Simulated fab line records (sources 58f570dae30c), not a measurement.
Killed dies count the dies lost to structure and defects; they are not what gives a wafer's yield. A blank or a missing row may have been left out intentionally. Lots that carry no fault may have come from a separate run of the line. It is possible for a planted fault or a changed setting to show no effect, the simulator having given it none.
Which tool was responsible? / flow berkeley_cmos170 / Sampling: 14 lots, 42 wafers, 5 of 331 route steps

## WHAT EACH GAUGE READ, for each wafer
UCB170_PWELL_THK_MEAS_03. Usual: PWELL_OXIDE_THK 26.5 nm, standard deviation 0.58.
lot=L190; measured=day 3 02:20; on=film_metro-03; PWELL_OXIDE_THK (nm)=26.0 26.4 25.9; flag=
lot=L192; measured=day 3 12:41; on=film_metro-04; PWELL_OXIDE_THK (nm)=26.8 26.6 26.4; flag=
lot=L191; measured=day 3 12:41; on=film_metro-01; PWELL_OXIDE_THK (nm)=26.0 25.4 26.2; flag=
lot=L193; measured=day 4 00:29; on=film_metro-04; PWELL_OXIDE_THK (nm)=26.4 26.3 26.3; flag=
lot=L194; measured=day 4 03:21; on=film_metro-04; PWELL_OXIDE_THK (nm)=26.1 26.3 26.3; flag=
lot=L196; measured=day 4 06:02; on=film_metro-03; PWELL_OXIDE_THK (nm)=25.6 25.5 25.3; flag=
lot=L195; measured=day 4 06:02; on=film_metro-01; PWELL_OXIDE_THK (nm)=26.5 26.6 26.0; flag=
lot=L197; measured=day 4 14:35; on=film_metro-01; PWELL_OXIDE_THK (nm)=27.4 27.0 27.2; flag=
lot=L198; measured=day 4 14:36; on=film_metro-03; PWELL_OXIDE_THK (nm)=27.7 27.2 27.4; flag=
lot=L199; measured=day 5 00:32; on=film_metro-01; PWELL_OXIDE_THK (nm)=27.1 27.0 26.7; flag=
lot=L201; measured=day 5 08:34; on=film_metro-01; PWELL_OXIDE_THK (nm)=26.4 26.9 26.9; flag=
lot=L209; measured=day 7 04:28; on=film_metro-01; PWELL_OXIDE_THK (nm)=26.5 26.8 26.6; flag=
lot=L211; measured=day 7 12:16; on=film_metro-04; PWELL_OXIDE_THK (nm)=27.1 26.3 26.8; flag=
lot=L210; measured=day 7 12:20; on=film_metro-01; PWELL_OXIDE_THK (nm)=27.4 26.9 27.4; flag=

UCB170_SDANNEAL_RS_MEAS_04: measures by four-point-probe. Usual: PLDD_RS 1032 ohm/sq, standard deviation 3.1.
lot=L190; measured=day 7 11:55; on=film_metro-02; PLDD_RS (ohm/sq)=1030 1029 1034; flag=
lot=L192; measured=day 7 17:19; on=film_metro-02; PLDD_RS (ohm/sq)=1033 1037 1034; flag=
lot=L191; measured=day 7 18:14; on=film_metro-04; PLDD_RS (ohm/sq)=1028 1030 1029; flag=
lot=L193; measured=day 7 17:59; on=film_metro-02; PLDD_RS (ohm/sq)=1036 1037 1040; flag=
lot=L194; measured=day 8 03:13; on=film_metro-04; PLDD_RS (ohm/sq)=1033 1033 1033; flag=
lot=L196; measured=day 8 04:07; on=film_metro-03; PLDD_RS (ohm/sq)=1033 1036 1034; flag=
lot=L195; measured=day 8 03:23; on=film_metro-02; PLDD_RS (ohm/sq)=1036 1036 1036; flag=
lot=L197; measured=day 8 19:46; on=film_metro-02; PLDD_RS (ohm/sq)=1034 1034 1032; flag=
lot=L198; measured=day 8 20:14; on=film_metro-04; PLDD_RS (ohm/sq)=1029 1025 1025; flag=
lot=L199; measured=day 9 16:07; on=film_metro-04; PLDD_RS (ohm/sq)=1034 1030 1031; flag=
lot=L201; measured=day 9 16:04; on=film_metro-02; PLDD_RS (ohm/sq)=1032 1033 1037; flag=
lot=L209; measured=day 11 14:38; on=film_metro-02; PLDD_RS (ohm/sq)=1029 1030 1030; flag=
lot=L211; measured=day 11 21:19; on=film_metro-03; PLDD_RS (ohm/sq)=902 903 903; flag=OFF
lot=L210; measured=day 11 21:25; on=film_metro-04; PLDD_RS (ohm/sq)=901 901 903; flag=OFF

UCB170_SDANNEAL_RS_MEAS_05: measures by four-point-probe. Usual: NLDD_RS 616.4 ohm/sq, standard deviation 1.7.
lot=L190; measured=day 7 12:02; on=film_metro-02; NLDD_RS (ohm/sq)=616.7 617.3 618.6; flag=
lot=L192; measured=day 7 17:26; on=film_metro-02; NLDD_RS (ohm/sq)=619.5 617.1 620.0; flag=
lot=L191; measured=day 7 18:21; on=film_metro-04; NLDD_RS (ohm/sq)=616.4 613.2 615.1; flag=
lot=L193; measured=day 7 18:07; on=film_metro-02; NLDD_RS (ohm/sq)=619.0 619.5 617.4; flag=
lot=L194; measured=day 8 03:20; on=film_metro-04; NLDD_RS (ohm/sq)=616.6 614.2 616.2; flag=
lot=L196; measured=day 8 04:14; on=film_metro-03; NLDD_RS (ohm/sq)=616.2 618.0 618.3; flag=
lot=L195; measured=day 8 03:30; on=film_metro-02; NLDD_RS (ohm/sq)=617.7 617.3 618.5; flag=
lot=L197; measured=day 8 19:53; on=film_metro-02; NLDD_RS (ohm/sq)=614.7 616.6 615.2; flag=
lot=L198; measured=day 8 20:21; on=film_metro-04; NLDD_RS (ohm/sq)=616.4 615.7 616.3; flag=
lot=L199; measured=day 9 16:14; on=film_metro-04; NLDD_RS (ohm/sq)=613.9 613.4 612.4; flag=
lot=L201; measured=day 9 16:11; on=film_metro-02; NLDD_RS (ohm/sq)=615.9 616.9 616.6; flag=
lot=L209; measured=day 11 14:45; on=film_metro-02; NLDD_RS (ohm/sq)=616.8 617.6 613.6; flag=
lot=L211; measured=day 11 21:26; on=film_metro-03; NLDD_RS (ohm/sq)=599.9 598.3 598.3; flag=OFF
lot=L210; measured=day 11 21:32; on=film_metro-04; NLDD_RS (ohm/sq)=599.6 598.9 599.7; flag=OFF

UCB170_M1_THK_MEAS_02: measures by xrf. Usual: M1_AL_THK 595 nm, standard deviation 6.7.
lot=L190; measured=day 7 17:34; on=film_metro-03; M1_AL_THK (nm)=597 606 600; flag=
lot=L192; measured=day 8 00:09; on=film_metro-04; M1_AL_THK (nm)=601 595 603; flag=
lot=L191; measured=day 8 02:58; on=film_metro-02; M1_AL_THK (nm)=582 586 588; flag=
lot=L193; measured=day 8 02:37; on=film_metro-03; M1_AL_THK (nm)=603 604 610; flag=
lot=L194; measured=day 8 08:29; on=film_metro-04; M1_AL_THK (nm)=590 585 589; flag=
lot=L196; measured=day 8 10:17; on=film_metro-03; M1_AL_THK (nm)=590 586 590; flag=
lot=L195; measured=day 8 08:45; on=film_metro-03; M1_AL_THK (nm)=598 594 591; flag=
lot=L197; measured=day 9 01:22; on=film_metro-04; M1_AL_THK (nm)=610 601 602; flag=
lot=L198; measured=day 9 03:47; on=film_metro-02; M1_AL_THK (nm)=591 596 592; flag=
lot=L199; measured=day 9 21:43; on=film_metro-02; M1_AL_THK (nm)=601 595 600; flag=
lot=L201; measured=day 9 21:29; on=film_metro-04; M1_AL_THK (nm)=590 590 590; flag=
lot=L209; measured=day 11 21:52; on=film_metro-04; M1_AL_THK (nm)=592 604 606; flag=
lot=L211; measured=day 12 06:29; on=film_metro-04; M1_AL_THK (nm)=594 592 587; flag=
lot=L210; measured=day 12 07:05; on=film_metro-02; M1_AL_THK (nm)=598 612 597; flag=

## WHICH TOOL RAN EACH LOT (tool, then ch and the chambers of the sampled wafers, then the start)
lot=L190; UCB170_SPACER_ANNEAL_02=furnace-01 ch 0, day 7 01:37
lot=L192; UCB170_SPACER_ANNEAL_02=furnace-01 ch 0, day 7 11:14
lot=L191; UCB170_SPACER_ANNEAL_02=furnace-01 ch 0, day 7 11:14
lot=L193; UCB170_SPACER_ANNEAL_02=furnace-01 ch 0, day 7 11:14
lot=L194; UCB170_SPACER_ANNEAL_02=furnace-01 ch 0, day 7 19:50
lot=L196; UCB170_SPACER_ANNEAL_02=furnace-01 ch 0, day 7 19:50
lot=L195; UCB170_SPACER_ANNEAL_02=furnace-01 ch 0, day 7 19:50
lot=L197; UCB170_SPACER_ANNEAL_02=furnace-01 ch 0, day 8 13:59
lot=L198; UCB170_SPACER_ANNEAL_02=furnace-01 ch 0, day 8 13:59
lot=L199; UCB170_SPACER_ANNEAL_02=furnace-01 ch 0, day 9 09:01
lot=L201; UCB170_SPACER_ANNEAL_02=furnace-01 ch 0, day 9 09:01
lot=L209; UCB170_SPACER_ANNEAL_02=furnace-02 ch 0, day 11 07:53
lot=L211; UCB170_SPACER_ANNEAL_02=furnace-01 ch 0, day 11 13:53
lot=L210; UCB170_SPACER_ANNEAL_02=furnace-01 ch 0, day 11 13:53
- UCB170_SPACER_ANNEAL_02: time 1800 s.

## AS READ BY THE TOOLS THEMSELVES (means over the sampled wafers that have a number; for cases with no such wafer, the mark the record gives instead)
UCB170_SPACER_ANNEAL_02. Usual: spike_tc_centre_C 901.8 C, standard deviation 1; spike_tc_load_C 925.4 C, standard deviation 1.5; spike_tc_source_C 921.7 C, standard deviation 2.4; tube_center_temp_C 900 C, standard deviation 0.087; tube_center_temp_C_max 902.3, standard deviation 0.4; zone_power_centre_pct 43.9 %, standard deviation 1.7.
lot=L190; tool=furnace-01; spike_tc_centre_C (C)=902.4; spike_tc_load_C (C)=926.6; spike_tc_source_C (C)=921.0; tube_center_temp_C (C)=900; tube_center_temp_C_max=902.2; zone_power_centre_pct (%)=44.6; flag=
lot=L192; tool=furnace-01; spike_tc_centre_C (C)=900.9; spike_tc_load_C (C)=925.1; spike_tc_source_C (C)=920.9; tube_center_temp_C (C)=900; tube_center_temp_C_max=902.4; zone_power_centre_pct (%)=44.8; flag=
lot=L191; tool=furnace-01; spike_tc_centre_C (C)=901.3; spike_tc_load_C (C)=926.4; spike_tc_source_C (C)=922.4; tube_center_temp_C (C)=900; tube_center_temp_C_max=902.7; zone_power_centre_pct (%)=45.3; flag=
lot=L193; tool=furnace-01; spike_tc_centre_C (C)=902.0; spike_tc_load_C (C)=925.4; spike_tc_source_C (C)=921.2; tube_center_temp_C (C)=900; tube_center_temp_C_max=902.1; zone_power_centre_pct (%)=44.5; flag=
lot=L194; tool=furnace-01; spike_tc_centre_C (C)=902.6; spike_tc_load_C (C)=925.5; spike_tc_source_C (C)=922.0; tube_center_temp_C (C)=900; tube_center_temp_C_max=902.4; zone_power_centre_pct (%)=45.0; flag=
lot=L196; tool=furnace-01; spike_tc_centre_C (C)=902.9; spike_tc_load_C (C)=925.1; spike_tc_source_C (C)=921.4; tube_center_temp_C (C)=900; tube_center_temp_C_max=902.6; zone_power_centre_pct (%)=45.1; flag=
lot=L195; tool=furnace-01; spike_tc_centre_C (C)=901.2; spike_tc_load_C (C)=925.6; spike_tc_source_C (C)=921.1; tube_center_temp_C (C)=900; tube_center_temp_C_max=902.2; zone_power_centre_pct (%)=44.7; flag=
lot=L197; tool=furnace-01; spike_tc_centre_C (C)=901.6; spike_tc_load_C (C)=926.4; spike_tc_source_C (C)=922.2; tube_center_temp_C (C)=900; tube_center_temp_C_max=902.4; zone_power_centre_pct (%)=45.0; flag=
lot=L198; tool=furnace-01; spike_tc_centre_C (C)=902.5; spike_tc_load_C (C)=926.1; spike_tc_source_C (C)=921.2; tube_center_temp_C (C)=900; tube_center_temp_C_max=902.3; zone_power_centre_pct (%)=44.6; flag=
lot=L199; tool=furnace-01; spike_tc_centre_C (C)=902.0; spike_tc_load_C (C)=925.8; spike_tc_source_C (C)=922.2; tube_center_temp_C (C)=900; tube_center_temp_C_max=902.0; zone_power_centre_pct (%)=45.0; flag=
lot=L201; tool=furnace-01; spike_tc_centre_C (C)=901.2; spike_tc_load_C (C)=926.0; spike_tc_source_C (C)=921.5; tube_center_temp_C (C)=900; tube_center_temp_C_max=902.2; zone_power_centre_pct (%)=44.7; flag=
lot=L209; tool=furnace-02; spike_tc_centre_C (C)=902.7; spike_tc_load_C (C)=923.5; spike_tc_source_C (C)=918.6; tube_center_temp_C (C)=900; tube_center_temp_C_max=902.0; zone_power_centre_pct (%)=40.8; flag=
lot=L211; tool=furnace-01; spike_tc_centre_C (C)=951.1; spike_tc_load_C (C)=975.5; spike_tc_source_C (C)=973.0; tube_center_temp_C (C)=950; tube_center_temp_C_max=952.2; zone_power_centre_pct (%)=47.8; flag=OFF
lot=L210; tool=furnace-01; spike_tc_centre_C (C)=951.2; spike_tc_load_C (C)=977.2; spike_tc_source_C (C)=972.4; tube_center_temp_C (C)=950; tube_center_temp_C_max=952.2; zone_power_centre_pct (%)=47.8; flag=OFF

## THE ANSWER, worked out from the rows above alone
Rule: take the mean of a lot's wafers that have a number; if it is more than 3 standard deviations from the usual mean, the lot is off. A lot without any number at a reading at which 4 lots or more have one is off too. Any other lot the step has rows for is counted as sound. After the gauges, taken in route order, come the tools' own readings; for these a lot's mean is taken, as printed above. The first step at which some lot is off is used, and at that step the reading that is off furthest; a lot without a number counts as furthest.
Off: at UCB170_SDANNEAL_RS_MEAS_04 (PLDD_RS), L211, L210.
If a tool, at a process step before that reading, ran all the lots that are off and no sound lot after the first of them, it fits. Not tried: the gauges at UCB170_SDANNEAL_RS_MEAS_04; whatever is off there is also off at UCB170_SPACER_ANNEAL_02, on other tools, and gauge error can't account for it. One candidate fits, namely furnace-01 at UCB170_SPACER_ANNEAL_02. Its last sound lot is L199 (day 9 09:01), its first lot that is off L210 (day 11 13:53): a fault that began between those two fits.
The tool's own readings at UCB170_SPACER_ANNEAL_02 bear it out: on the lots that are off they differ by more than 5 times the standard deviation of the sound lots' means. spike_tc_centre_C reads 951.2 C there against 901.9 C on the sound lots; spike_tc_load_C reads 976.4 C there against 925.6 C on the sound lots; spike_tc_source_C reads 972.7 C there against 921.3 C on the sound lots; tube_center_temp_C reads 950 C there against 900 C on the sound lots; tube_center_temp_C_max reads 952.2 there against 902.3 on the sound lots.

## WHAT THE SIMULATOR HAD PUT IN
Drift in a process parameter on furnace-01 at UCB170_SPACER_ANNEAL_02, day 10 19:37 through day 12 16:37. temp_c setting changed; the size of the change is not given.
Lots struck among those shown: L211, L210. The rule given above showed the same thing.
